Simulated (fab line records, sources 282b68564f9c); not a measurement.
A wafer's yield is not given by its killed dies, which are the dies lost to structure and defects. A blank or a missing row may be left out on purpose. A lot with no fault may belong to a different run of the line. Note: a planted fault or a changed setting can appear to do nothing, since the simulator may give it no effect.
fab line records    flow rit-cmos
[record] lots = 6  wafers = 18  last-day = 7
route steps=202 shown ACTIVE@11 FOX1@20 FOX2@23 NWELL@28 PWELL@39 WELLDRIVE@50 M1@202
lots untouched by any fault: they come from a run of this same line in which no faults occurred
start-h: start of the lot's first displayed wafer, in hours after the record's first day    wait-h: hours from the lot's prior step to this one    " repeats the value in the row above    L1.1+2: several wafers, shown together as one row    - no value, or no start given    * or withheld: withheld    < > ~ a bound
route shown NAME@n: names a module that has steps shown in the file, with the first one's number in the route    usual: the fault-free wafers' mean and standard deviation    same: alike in all rows    chamber/n: place in a boat    sites: per-site readings    _std_site: their standard deviation    _edge_site: mean of outer sites minus mean of inner sites    radius-mm: for every site, how far away it sits from the centre of the wafer    mask NAME#n: copy n    behind: tool/chamber where the wafer was last shaped    hold: cause of the lot's hold/its duration in hours/its outcome    device: which transistor (n, p or np) failed to switch    end of line: the same wafers' tests at the end of the route    a step with no rows: only its recipe    killed: dies lost to structure and defects at the first sort, not the wafer's yield    map: the dies of a wafer, with x for killed, . for not killed, _ for no die there
set.NAME: the run value of the setting; set.NAME@STEP: its run value at that earlier step    model.NAME: the simulator's own value behind a step, which no gauge read
a table for each step, a row for each wafer; lots at some steps of the route
services: when a tool's chamber went out of use (start-h, in hours from the record's first day, below 0 if earlier), for how many hours, and the reason
[[steps]]
[step RIT_ACTIVE_DEVELOP_10]
[recipe] resist = NOVOLAK  develop-time-s = 47.85  dev-temp-c = 23
[step RIT_ACTIVE_CD_MEAS_11]
[recipe] target-cd-nm = 1400
[usual] cd-nm = 1400.3/2.3
lot.wafer  tool       chamber  start-h  wait-h  cd-nm
L301.2     cd-sem-01  -        24.65    -       1397.7
L301.3     "          -        "        "       1399.7
L301.6     "          -        "        "       1397.0
L303.1     cd-sem-01  -        34.56    -       1401.5
L303.3     "          -        "        "       1399.8
L303.4     "          -        "        "       1398.2
L310.2     cd-sem-02  -        69.58    -       1399.3
L310.3     "          -        "        "       1397.1
L310.5     "          -        "        "       1402.1
L317.3     cd-sem-02  -        107.10   -       1398.0
L317.4     "          -        "        "       1398.3
L317.5     "          -        "        "       1397.1
L318.2     cd-sem-02  -        109.61   -       1404.5
L318.4     "          -        "        "       1401.3
L318.6     "          -        "        "       1401.6
L321.1     cd-sem-01  -        124.56   -       1399.0
L321.5     "          -        "        "       1398.9
L321.6     "          -        "        "       1400.0
[step RIT_ACTIVE_HARDBAKE_12]
[recipe] resist = NOVOLAK  temp-c = 140  time-s = 60
[step RIT_ACTIVE_ETCH_13]
[recipe] stop-on = SiO2  chemistry = SF6  target = Si3N4  time-s = 210  over-etch-frac = 0.4  SF6_flow_sccm = 200  pressure-mtorr = 260  rf-w = 125  target-depth-a = 2100
[usual] drypump-motor-current-A = 5.7/0.57  oes-product-au = 0.820/0.011  throttle-valve-pct = 7.50/0.13
lot.wafer  tool         chamber  start-h  wait-h  drypump-motor-current-A  oes-product-au  rf-hours-counter-h  throttle-valve-pct
L301.2     rie-diel-04  1        24.90    0.1     4.7                      0.821           71                  7.52
L301.3     "            0        "        "       6.2                      0.806           134                 7.41
L301.6     "            2        "        "       5.4                      0.819           -                   7.63
L303.1     rie-diel-02  3        34.83    0.1     6.2                      0.811           21                  7.45
L303.3     "            0        "        "       6.5                      0.814           34                  7.38
L303.4     "            1        "        "       4.9                      0.829           13                  7.55
L310.2     rie-diel-03  2        69.83    0.1     6.0                      0.821           23                  7.50
L310.3     "            3        "        "       5.4                      0.835           147                 7.71
L310.5     "            0        "        "       5.5                      0.827           -                   7.61
L317.3     rie-diel-04  0        107.33   0.1     6.3                      0.812           136                 7.41
L317.4     "            1        "        "       4.7                      0.818           73                  7.50
L317.5     "            2        "        "       5.4                      0.825           -                   7.65
L318.2     rie-diel-02  3        109.86   0.1     6.2                      0.819           22                  7.47
L318.4     "            0        "        "       6.5                      0.823           36                  7.38
L318.6     "            1        "        "       4.9                      0.829           -                   7.55
L321.1     rie-diel-04  1        124.96   0.1     4.7                      0.810           73                  7.50
L321.5     "            3        "        "       6.4                      0.811           -                   7.22
L321.6     "            0        "        "       6.3                      0.810           -                   7.42
[step RIT_ACTIVE_STRIP_14]
[recipe] chemistry = O2  time-s = 180  resist = NOVOLAK  platen-temp-c = withheld  power-w = 500  pressure-mtorr = 4000  o2-flow-sccm = 4000
[usual] drypump-motor-current-A = 6.1/0.56
lot.wafer  tool             chamber  start-h  wait-h  drypump-motor-current-A  rf-hours-counter-h
L301.2     plasma-asher-04  1        25.03    0.1     5.2                      40
L301.3     "                0        "        "       6.3                      -
L301.6     "                0        "        "       6.3                      -
L303.1     plasma-asher-01  1        34.97    0.1     5.6                      40
L303.3     "                0        "        "       6.8                      -
L303.4     "                1        "        "       5.6                      -
L310.2     plasma-asher-02  0        69.97    0.1     6.1                      27
L310.3     "                0        "        "       6.2                      -
L310.5     "                1        "        "       6.6                      -
L317.3     plasma-asher-02  1        107.52   0.1     6.6                      -
L317.4     "                0        "        "       6.1                      -
L317.5     "                1        "        "       6.6                      -
L318.2     plasma-asher-02  0        109.99   0.1     6.1                      31
L318.4     "                1        "        "       6.6                      -
L318.6     "                1        "        "       6.6                      -
L321.1     plasma-asher-04  0        125.09   0.1     6.3                      1
L321.5     "                1        "        "       5.2                      -
L321.6     "                0        "        "       6.3                      -
[step RIT_ACTIVE_CD_MEAS_90]
[recipe] target-cd-nm = 1400
[usual] cd-nm = 1400.2/2.3
lot.wafer  tool       chamber  start-h  wait-h  cd-nm
L301.2     cd-sem-01  -        25.22    0.1     1397.7
L301.3     "          -        "        "       1400.2
L301.6     "          -        "        "       1397.3
L303.1     cd-sem-02  -        35.14    0.1     1401.3
L303.3     "          -        "        "       1399.6
L303.4     "          -        "        "       1398.1
L310.2     cd-sem-02  -        70.16    0.1     1399.2
L310.3     "          -        "        "       1397.5
L310.5     "          -        "        "       1401.9
L317.3     cd-sem-02  -        107.68   0.1     1397.9
L317.4     "          -        "        "       1398.6
L317.5     "          -        "        "       1396.5
L318.2     cd-sem-02  -        110.18   0.1     1404.8
L318.4     "          -        "        "       1401.4
L318.6     "          -        "        "       1401.5
L321.1     cd-sem-01  -        125.26   0.1     1399.1
L321.5     "          -        "        "       1399.0
L321.6     "          -        "        "       1400.5
[step RIT_ACTIVE_CLEAN_15]
[recipe] chemistry = SC1  mix = 3:3:50  time-s = 600  temp-c = 75
[step RIT_ACTIVE_CLEAN_16]
[recipe] chemistry = dHF  dilution = 50:1  time-s = 30
[step RIT_ACTIVE_CLEAN_17]
[recipe] chemistry = SC2  mix = 3:3:50  time-s = 600  temp-c = 75  dry = n2-spin
[step RIT_FOX1_OXIDATION_00]
[recipe] temp-c = 1100  ambient = H2O  target-thk-a = 3507  p-h2o-torr = 720  ox-time-s = 1130
[step RIT_FOX1_THK_MEAS_01]
[recipe] reads = SiO2_of_FOX1_OXIDATION_00
[usual] FOX1_OXIDE_THK = 356/7.4
lot.wafer  tool           chamber  start-h  wait-h  FOX1_OXIDE_THK[nm]
L301.2     film-metro-01  -        28.38    0.0     361
L301.3     "              -        "        "       371
L301.6     "              -        "        "       364
L303.1     film-metro-04  -        37.12    0.0     349
L303.3     "              -        "        "       349
L303.4     "              -        "        "       352
L310.2     film-metro-01  -        73.76    0.0     356
L310.3     "              -        "        "       354
L310.5     "              -        "        "       357
L317.3     film-metro-01  -        110.25   0.0     353
L317.4     "              -        "        "       355
L317.5     "              -        "        "       354
L318.2     film-metro-01  -        113.25   0.0     349
L318.4     "              -        "        "       359
L318.6     "              -        "        "       350
L321.1     film-metro-01  -        127.10   0.0     351
L321.5     "              -        "        "       343
L321.6     "              -        "        "       353
[step RIT_FOX1_WET_ETCH_02]
[recipe] chemistry = BOE  target-depth-nm = 350  time-s = 390  temp-c = 21.5  dry = n2-spin  dilution = 10:1  target = SiO2
[step RIT_FOX2_OXIDATION_00]
[recipe] temp-c = 1100  ambient = H2O  target-thk-a = 3507  p-h2o-torr = 720  ox-time-s = 1130
[usual] spike-tc-source-C = 1125.2/1.4
lot.wafer  tool        chamber  start-h  wait-h  spike-tc-source-C
L301.2     furnace-04  0        28.73    0.2     1126.1
L301.3     "           0        "        "       1126.3
L301.6     "           0        "        "       1128.3
L303.1     furnace-02  0        37.30    0.0     1122.8
L303.3     "           0        "        "       1123.8
L303.4     "           0        "        "       1124.2
L310.2     furnace-04  0        74.07    0.0     1126.4
L310.3     "           0        "        "       1126.6
L310.5     "           0        "        "       1128.8
L317.3     furnace-02  0        112.98   2.6     1123.7
L317.4     "           0        "        "       1123.3
L317.5     "           0        "        "       1123.7
L318.2     furnace-02  0        114.30   0.9     1124.1
L318.4     "           0        "        "       1124.7
L318.6     "           0        "        "       1124.6
L321.1     furnace-04  0        127.27   0.0     1128.0
L321.5     "           0        "        "       1128.6
L321.6     "           0        "        "       1127.6
[step RIT_FOX2_THK_MEAS_01]
[recipe] reads = SiO2_of_FOX2_OXIDATION_00
[usual] FOX2_OXIDE_THK = 358/6.3
lot.wafer  tool           chamber  start-h  wait-h  FOX2_OXIDE_THK[nm]
L301.2     film-metro-01  -        30.05    0.0     359
L301.3     "              -        "        "       362
L301.6     "              -        "        "       362
L303.1     film-metro-01  -        38.61    0.0     355
L303.3     "              -        "        "       358
L303.4     "              -        "        "       353
L310.2     film-metro-01  -        75.39    0.0     367
L310.3     "              -        "        "       368
L310.5     "              -        "        "       365
L317.3     film-metro-01  -        114.32   0.0     351
L317.4     "              -        "        "       363
L317.5     "              -        "        "       360
L318.2     film-metro-01  -        115.62   0.0     361
L318.4     "              -        "        "       359
L318.6     "              -        "        "       359
L321.1     film-metro-02  -        128.59   0.0     350
L321.5     "              -        "        "       354
L321.6     "              -        "        "       351
[step RIT_FOX2_CLEAN_02]
[recipe] chemistry = dHF  dilution = 50:1  time-s = 180
[step RIT_FOX2_WET_ETCH_03]
[recipe] chemistry = H3PO4  target = Si3N4  target-depth-nm = 195  temp-c = 165  time-s = 2700
[step RIT_FOX2_THK_MEAS_90]
[recipe] reads = SiO2_of_FOX2_OXIDATION_00
[usual] FIELD_OXIDE_LEFT_1_THK = 331/6.4
lot.wafer  tool           chamber  start-h  wait-h  FIELD_OXIDE_LEFT_1_THK[nm]
L301.2     film-metro-01  -        31.69    0.0     332
L301.3     "              -        "        "       335
L301.6     "              -        "        "       335
L303.1     film-metro-01  -        39.55    0.0     327
L303.3     "              -        "        "       331
L303.4     "              -        "        "       326
L310.2     film-metro-04  -        76.35    0.0     340
L310.3     "              -        "        "       341
L310.5     "              -        "        "       337
L317.3     film-metro-02  -        115.19   0.0     324
L317.4     "              -        "        "       336
L317.5     "              -        "        "       334
L318.2     film-metro-04  -        116.50   0.0     333
L318.4     "              -        "        "       332
L318.6     "              -        "        "       331
L321.1     film-metro-04  -        129.53   0.0     322
L321.5     "              -        "        "       327
L321.6     "              -        "        "       323
[step RIT_NWELL_HMDS_00]
[recipe] prime-time-s = 60  prime-temp-c = 140
[step RIT_NWELL_COAT_01]
[recipe] resist = NOVOLAK  spin-rpm = 2000  resist-thk-nm = 1300
[step RIT_NWELL_SOFTBAKE_02]
[recipe] resist = NOVOLAK  temp-c = 90  time-s = 60
[step RIT_NWELL_EXPOSE_03]
[recipe] mask-id = M2  na = 0.57  target-cd-nm = 43900  dose-mj = 250
[step RIT_NWELL_PEB_04]
[recipe] resist = NOVOLAK  temp-c = withheld  time-s = withheld
[step RIT_NWELL_DEVELOP_05]
[recipe] resist = NOVOLAK  develop-time-s = 68  dev-temp-c = 23
[step RIT_NWELL_OVL_MEAS_06]
[usual] NWELL_OVL = -0.2/1.3
lot.wafer  tool        chamber  start-h  wait-h  NWELL_OVL[nm]
L301.2     overlay-02  -        32.63    -       0.2
L301.3     "           -        "        "       0.0
L301.6     "           -        "        "       0.6
L303.1     overlay-01  -        40.61    -       0.2
L303.3     "           -        "        "       0.0
L303.4     "           -        "        "       0.5
L310.2     overlay-01  -        77.38    -       -2.1
L310.3     "           -        "        "       -0.4
L310.5     "           -        "        "       -2.0
L317.3     overlay-01  -        116.19   -       -1.2
L317.4     "           -        "        "       -2.0
L317.5     "           -        "        "       -2.4
L318.2     overlay-01  -        117.56   -       -0.4
L318.4     "           -        "        "       -1.1
L318.6     "           -        "        "       0.1
L321.1     overlay-02  -        130.47   -       -0.6
L321.5     "           -        "        "       0.8
L321.6     "           -        "        "       0.9
[step RIT_NWELL_HARDBAKE_07]
[recipe] resist = NOVOLAK  temp-c = 140  time-s = 120
[step RIT_NWELL_IMPLANT_08]
[recipe] species = P  energy-kev = 170  dose-cm2 = 4.91e+13  tilt-deg = 7
[step RIT_NWELL_STRIP_09]
[recipe] chemistry = O2  time-s = 180  resist = NOVOLAK  platen-temp-c = withheld  power-w = 500  pressure-mtorr = 4000  o2-flow-sccm = 4000
[usual] drypump-motor-current-A = 5.8/0.64
lot.wafer  tool             chamber  start-h  wait-h  drypump-motor-current-A  rf-hours-counter-h
L301.2     plasma-asher-01  0        33.06    0.1     6.8                      40
L301.3     "                1        "        "       5.6                      -
L301.6     "                0        "        "       6.8                      -
L303.1     plasma-asher-03  0        41.05    0.1     6.2                      37
L303.3     "                1        "        "       4.9                      -
L303.4     "                0        "        "       6.2                      -
L310.2     plasma-asher-04  1        77.81    0.1     5.2                      46
L310.3     "                1        "        "       5.2                      -
L310.5     "                1        "        "       5.1                      -
L317.3     plasma-asher-01  0        116.67   0.1     6.8                      -
L317.4     "                1        "        "       5.6                      -
L317.5     "                0        "        "       6.7                      -
L318.2     plasma-asher-04  0        117.99   0.1     6.3                      0
L318.4     "                0        "        "       6.3                      -
L318.6     "                1        "        "       5.1                      -
L321.1     plasma-asher-01  1        130.91   0.1     5.6                      49
L321.5     "                0        "        "       6.8                      -
L321.6     "                1        "        "       5.6                      -
[step RIT_NWELL_TW_MEAS_10]
[usual] NWELL_TW = 2144/16
lot.wafer  tool           chamber  start-h  wait-h  NWELL_TW
L301.2     film-metro-03  -        33.24    0.1     2142
L301.3     "              -        "        "       2147
L301.6     "              -        "        "       2143
L303.1     film-metro-03  -        41.22    0.1     2145
L303.3     "              -        "        "       2140
L303.4     "              -        "        "       2154
L310.2     film-metro-01  -        77.99    0.1     2138
L310.3     "              -        "        "       2131
L310.5     "              -        "        "       2129
L317.3     film-metro-02  -        116.81   0.1     2161
L317.4     "              -        "        "       2164
L317.5     "              -        "        "       2171
L318.2     film-metro-01  -        118.17   0.1     2137
L318.4     "              -        "        "       2153
L318.6     "              -        "        "       2139
L321.1     film-metro-03  -        131.08   0.1     2147
L321.5     "              -        "        "       2155
L321.6     "              -        "        "       2144
[step RIT_PWELL_HMDS_00]
[recipe] prime-time-s = 60  prime-temp-c = 140
[step RIT_PWELL_COAT_01]
[recipe] resist = NOVOLAK  spin-rpm = 2000  resist-thk-nm = 1300
[step RIT_PWELL_SOFTBAKE_02]
[recipe] resist = NOVOLAK  temp-c = 90  time-s = 60
[step RIT_PWELL_EXPOSE_03]
[recipe] mask-id = M3  na = 0.57  target-cd-nm = 43700  dose-mj = 250
[step RIT_PWELL_PEB_04]
[recipe] resist = NOVOLAK  temp-c = withheld  time-s = withheld
[step RIT_PWELL_DEVELOP_05]
[recipe] resist = NOVOLAK  develop-time-s = 68  dev-temp-c = 23
[step RIT_PWELL_OVL_MEAS_06]
[usual] PWELL_OVL = 1.1/1.4
lot.wafer  tool        chamber  start-h  wait-h  PWELL_OVL[nm]
L301.2     overlay-02  -        34.18    -       -0.1
L301.3     "           -        "        "       2.2
L301.6     "           -        "        "       0.8
L303.1     overlay-01  -        42.30    -       -0.7
L303.3     "           -        "        "       1.3
L303.4     "           -        "        "       0.9
L310.2     overlay-02  -        78.93    -       2.6
L310.3     "           -        "        "       1.1
L310.5     "           -        "        "       0.6
L317.3     overlay-02  -        117.74   -       0.1
L317.4     "           -        "        "       0.9
L317.5     "           -        "        "       0.9
L318.2     overlay-01  -        119.21   -       1.6
L318.4     "           -        "        "       1.3
L318.6     "           -        "        "       1.2
L321.1     overlay-02  -        132.50   -       1.0
L321.5     "           -        "        "       -0.5
L321.6     "           -        "        "       3.2
[step RIT_PWELL_HARDBAKE_07]
[recipe] resist = NOVOLAK  temp-c = 140  time-s = 120
[step RIT_PWELL_IMPLANT_08]
[recipe] species = B  energy-kev = 170  dose-cm2 = 7.06e+13  tilt-deg = 7
[step RIT_PWELL_STRIP_09]
[recipe] chemistry = O2  time-s = 180  resist = NOVOLAK  platen-temp-c = withheld  power-w = 500  pressure-mtorr = 4000  o2-flow-sccm = 4000
[usual] drypump-motor-current-A = 6.0/0.6
lot.wafer  tool             chamber  start-h  wait-h  drypump-motor-current-A  rf-hours-counter-h
L301.2     plasma-asher-02  1        34.61    0.1     6.6                      24
L301.3     "                1        "        "       6.6                      -
L301.6     "                1        "        "       6.6                      -
L303.1     plasma-asher-03  1        42.89    0.1     4.9                      38
L303.3     "                0        "        "       6.2                      -
L303.4     "                1        "        "       4.9                      -
L310.2     plasma-asher-02  0        79.36    0.1     6.2                      27
L310.3     "                1        "        "       6.6                      -
L310.5     "                0        "        "       6.2                      -
L317.3     plasma-asher-03  0        118.22   0.1     6.2                      -
L317.4     "                1        "        "       4.9                      -
L317.5     "                0        "        "       6.2                      -
L318.2     plasma-asher-04  0        119.64   0.1     6.4                      0
L318.4     "                0        "        "       6.3                      -
L318.6     "                1        "        "       5.2                      -
L321.1     plasma-asher-04  1        132.93   0.1     5.2                      2
L321.5     "                1        "        "       5.2                      -
L321.6     "                0        "        "       6.3                      -
[step RIT_PWELL_TW_MEAS_10]
[usual] PWELL_TW = 961/7
lot.wafer  tool           chamber  start-h  wait-h  PWELL_TW
L301.2     film-metro-01  -        34.79    0.1     952
L301.3     "              -        "        "       952
L301.6     "              -        "        "       951
L303.1     film-metro-01  -        43.06    0.1     952
L303.3     "              -        "        "       951
L303.4     "              -        "        "       953
L310.2     film-metro-03  -        79.54    0.1     964
L310.3     "              -        "        "       964
L310.5     "              -        "        "       957
L317.3     film-metro-03  -        118.36   0.1     974
L317.4     "              -        "        "       967
L317.5     "              -        "        "       965
L318.2     film-metro-01  -        119.83   0.1     965
L318.4     "              -        "        "       962
L318.6     "              -        "        "       965
L321.1     film-metro-01  -        133.11   0.1     956
L321.5     "              -        "        "       957
L321.6     "              -        "        "       957
[step RIT_WELLDRIVE_ANNEAL_00]
[recipe] temp-c = 1100  time-s = 14700  ambient = N2
[step RIT_WELLDRIVE_RS_MEAS_01]
[recipe] thk-meas-gauge = four-point-probe
[usual] NWELL_RS = 278.7/0.81
lot.wafer  tool           chamber  start-h  wait-h  NWELL_RS[ohm/sq]
L301.2     film-metro-02  -        39.95    0.0     278.6
L301.3     "              -        "        "       280.0
L301.6     "              -        "        "       278.6
L303.1     film-metro-03  -        48.21    0.0     277.6
L303.3     "              -        "        "       277.9
L303.4     "              -        "        "       277.9
L310.2     film-metro-01  -        84.70    0.0     276.1
L310.3     "              -        "        "       276.6
L310.5     "              -        "        "       277.2
L317.3     film-metro-01  -        123.52   0.0     278.8
L317.4     "              -        "        "       278.7
L317.5     "              -        "        "       278.4
L318.2     film-metro-01  -        124.98   0.0     279.3
L318.4     "              -        "        "       279.0
L318.6     "              -        "        "       279.5
L321.1     film-metro-02  -        138.25   0.0     278.1
L321.5     "              -        "        "       278.9
L321.6     "              -        "        "       278.7
[step RIT_WELLDRIVE_RS_MEAS_02]
[recipe] thk-meas-gauge = four-point-probe
[usual] PWELL_RS = 427.1/1.1
lot.wafer  tool           chamber  start-h  wait-h  PWELL_RS[ohm/sq]
L301.2     film-metro-02  -        40.07    0.1     427.3
L301.3     "              -        "        "       427.4
L301.6     "              -        "        "       428.2
L303.1     film-metro-03  -        48.33    0.1     428.1
L303.3     "              -        "        "       426.9
L303.4     "              -        "        "       426.8
L310.2     film-metro-01  -        84.82    0.1     425.5
L310.3     "              -        "        "       425.1
L310.5     "              -        "        "       425.8
L317.3     film-metro-01  -        123.64   0.1     427.7
L317.4     "              -        "        "       428.2
L317.5     "              -        "        "       427.4
L318.2     film-metro-01  -        125.10   0.1     426.3
L318.4     "              -        "        "       426.5
L318.6     "              -        "        "       426.6
L321.1     film-metro-02  -        138.37   0.1     427.6
L321.5     "              -        "        "       427.5
L321.6     "              -        "        "       427.2
[step RIT_M1_PROBE_99]
[usual] killed_at_M0_to_M3 = 0.1/0.34  killed-at-front-end = 7/3.1  killed-dies = 7/3.1  killed-on-rim = 1.9/1.5  killed-open = 3.5/1.9  killed-short = 3.4/2.1
[same] gross-dies = 264  killed_at_M4_up = 0  killed-at-back-side = 0  killed-at-contacts = 0  killed-at-other = 0
lot.wafer  tool       chamber  start-h  wait-h  hold                      killed_at_M0_to_M3  killed-at-front-end  killed-dies  killed-on-rim  killed-open  killed-short
L301.2     prober-02  -        72.82    0.1     -                         0                   2                    2            0              1            1
L301.3     prober-02  -        72.87    0.2     -                         0                   4                    4            1              2            2
L301.6     prober-02  -        73.02    0.2     -                         0                   10                   10           1              5            4
L303.1     prober-02  -        77.96    0.1     -                         0                   7                    7            2              3            4
L303.3     prober-02  -        78.06    0.2     -                         0                   12                   12           4              4            8
L303.4     prober-02  -        78.11    0.2     -                         0                   13                   13           2              7            6
L310.2     prober-01  -        114.91   0.1     -                         0                   3                    3            1              2            1
L310.3     prober-01  -        114.96   0.2     -                         0                   6                    6            1              3            3
L310.5     prober-01  -        115.06   0.2     -                         0                   5                    5            2              3            2
L317.3     prober-02  -        152.67   0.2     await-dispo/1.6h/release  0                   130                  130          30             2            1
L317.4     prober-02  -        152.72   0.2     await-dispo/1.6h/release  0                   133                  133          37             2            1
L317.5     prober-02  -        152.77   0.2     await-dispo/1.6h/release  0                   128                  128          38             3            1
L318.2     prober-01  -        154.71   0.1     await-dispo/8.5h/release  0                   123                  123          35             4            4
L318.4     prober-01  -        154.81   0.2     await-dispo/8.5h/release  0                   138                  138          36             1            7
L318.6     prober-01  -        154.91   0.2     await-dispo/8.5h/release  0                   134                  134          38             8            3
L321.1     prober-02  -        168.31   0.1     -                         1                   7                    8            2              5            3
L321.5     prober-02  -        168.51   0.2     -                         0                   4                    4            1              3            1
L321.6     prober-02  -        168.56   0.2     -                         0                   7                    7            1              4            3
// killed by level:class
L301.2 SILICIDE:geometric-particle:short=1 SILICIDE:geometric-particle:open=1
L301.3 FOX1:geometric-particle:short=2 FOX1:geometric-particle:open=2
L301.6 GATE:geometric-particle:short=3 SILICIDE:geometric-particle:open=3 GATE:geometric-particle:open=2 SILICIDE:geometric-particle:short=1 PWELL:coat-microbubble-printed=1
L303.1 FOX2:geometric-particle:open=2 FOX1:geometric-particle:short=1 FOX2:geometric-particle:short=1 GATE:geometric-particle:open=1 GATE:geometric-particle:short=1 SPACER:geometric-particle:short=1
L303.3 FOX2:geometric-particle:short=2 SPACER:geometric-particle:open=2 SPACER:geometric-particle:short=2 SILICIDE:geometric-particle:short=2 FOX1:geometric-particle:short=1 FOX2:geometric-particle:open=1 GATE:geometric-particle:short=1 SILICIDE:geometric-particle:open=1
L303.4 FOX2:geometric-particle:open=3 GATE:geometric-particle:open=3 FOX2:geometric-particle:short=2 GATE:geometric-particle:short=2 FOX1:geometric-particle:short=1 FOX1:geometric-particle:open=1 REOX:geometric-particle:short=1
L310.2 GATE:geometric-particle:open=1 REOX:geometric-particle:open=1 SILICIDE:geometric-particle:short=1
L310.3 REOX:geometric-particle:open=2 FOX1:geometric-particle:short=1 FOX1:geometric-particle:open=1 REOX:geometric-particle:short=1 SILICIDE:geometric-particle:short=1
L310.5 GATE:geometric-particle:open=1 GATE:geometric-particle:short=1 REOX:geometric-particle:short=1 SPACER:geometric-particle:open=1 SILICIDE:geometric-particle:open=1
L317.3 FOX2:unspecified=127 GATE:geometric-particle:open=1 REOX:geometric-particle:open=1 SILICIDE:geometric-particle:short=1
L317.4 FOX2:unspecified=130 FOX2:geometric-particle:open=2 FOX1:geometric-particle:short=1
L317.5 FOX2:unspecified=124 SILICIDE:geometric-particle:open=2 GATE:geometric-particle:open=1 SPACER:geometric-particle:short=1
L318.2 FOX2:unspecified=115 GATE:geometric-particle:open=3 GATE:geometric-particle:short=3 SILICIDE:geometric-particle:open=1 SILICIDE:geometric-particle:short=1
L318.4 FOX2:unspecified=130 GATE:geometric-particle:short=3 SPACER:geometric-particle:short=2 FOX1:geometric-particle:short=1 GATE:geometric-particle:open=1 SILICIDE:geometric-particle:short=1
L318.6 FOX2:unspecified=123 GATE:geometric-particle:open=3 GATE:geometric-particle:short=3 REOX:geometric-particle:open=2 SILICIDE:geometric-particle:open=2 FOX1:geometric-particle:open=1
L321.1 SPACER:geometric-particle:open=4 FOX2:geometric-particle:open=1 FOX2:geometric-particle:short=1 GATE:geometric-particle:short=1 M1:geometric-particle:short=1
L321.5 GATE:geometric-particle:short=1 REOX:geometric-particle:open=1 SPACER:geometric-particle:open=1 SILICIDE:geometric-particle:open=1
L321.6 GATE:geometric-particle:short=2 GATE:geometric-particle:open=2 FOX1:geometric-particle:short=1 FOX1:geometric-particle:open=1 REOX:geometric-particle:open=1
// map L317.4 (x killed, . not)
________x.x.xxx_______
_____xxxxxxxx...x.____
____x.xx..xxx.x..x.___
___.x.xxxxxxx....x..__
__.x.xx.x.x.x...x.x.._
__xxxx.x.x.xx.xx.x..x_
_xx...xx.xx..xx.x.xxxx
_xx...x.x....xx.xxx.x.
_xxx..x.x..x.xx.xx...x
_x.x..xx.xx.xxx.xx..x.
__x.xx.x...x...x..x.x_
__x.x.x.xx.x..xxxx.x._
___...x.xx.........x__
____..x.x..xx.x....___
_____x...x....xxx.____
________...x.xx_______
// map L318.4 (x killed, . not)
________....x.._______
_____...x..x.xxxx.____
____xxxxxx.x.xxxxxx___
___..x.x.xx..x..xx..__
__.xxxxx..x....x..x.x_
__x.x..xx..xxxxxx.x.._
_x.xxx...xxxx.x.x.x..x
_xxx......xxx..x.xx.xx
_xx..xx..xx..x....xxxx
_xx..xx...x..xxx.x.x..
__.x.xxx....xxxx..xxx_
__..x..xxxx.x.....x.._
___.x.xxxxx.x.x...xx__
____x....x.xx.xx.xx___
_____.x..xx...x.x.____
________.xxxxxx_______
[[services]]
tool             chamber  start-h  hours  kind
rie-diel-02      1        4.13     4.9    repair
rie-diel-03      1        30.89    -      clean
rie-diel-03      1        30.89    14.3   scheduled-down
rie-diel-03      1        30.89    14.3   vent-cycle
plasma-asher-02  -        38.91    14.6   pm
furnace-04       -        44.29    2.8    pm
plasma-asher-01  -        59.59    11.9   repair
rie-diel-03      0        63.11    2.6    repair
rie-diel-02      -        72.63    2.8    pm
rie-diel-04      -        75.68    0.6    repair
furnace-04       -        88.98    29.7   pm
rie-diel-03      2        97.12    7.6    repair
rie-diel-04      1        97.35    7.6    repair
rie-diel-04      0        101.10   4.5    repair
plasma-asher-04  -        101.70   3.8    repair
rie-diel-03      1        102.63   6.6    repair
plasma-asher-04  -        108.75   9.0    pm
plasma-asher-04  0        108.75   9.0    vent-cycle
plasma-asher-04  1        108.75   9.0    vent-cycle
rie-diel-04      3        109.76   2.6    repair
plasma-asher-04  0        117.75   -      clean
plasma-asher-04  1        117.75   -      clean
rie-diel-04      0        121.56   1.8    repair
[[key]]
[first-sign] step = RIT_M1_PROBE_99  reading = killed-at-front-end  direction = up  sigmas = 40  usual = 7  struck = 131
[effect] step = RIT_M1_PROBE_99  reading = killed-dies  direction = up  sigmas = 40  usual = 7  struck = 131
met-at RIT_FOX2_OXIDATION_00
struck-wafers L317.3,L317.4,L317.5,L318.2,L318.4,L318.6
tester-left-out L317,L318
onset-between 37.30 112.98
also-fits RIT_ACTIVE_STRIP_14:plasma-asher-02
[fault] kind = chamber-particle-source  tool = furnace-02  chamber = -  onset-h = 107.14  steps = RIT_FOX2_OXIDATION_00  rate-per-visit-cm2 = 1.1761  end-h = 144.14
// tester-left-out: of these lots the tester's yield and bins aren't shown, on N5 and GAA mostly nor the transistor test; their killed dies are dies lost to structure and defects alone, not to doping, threshold or leakage, so they don't give the yield
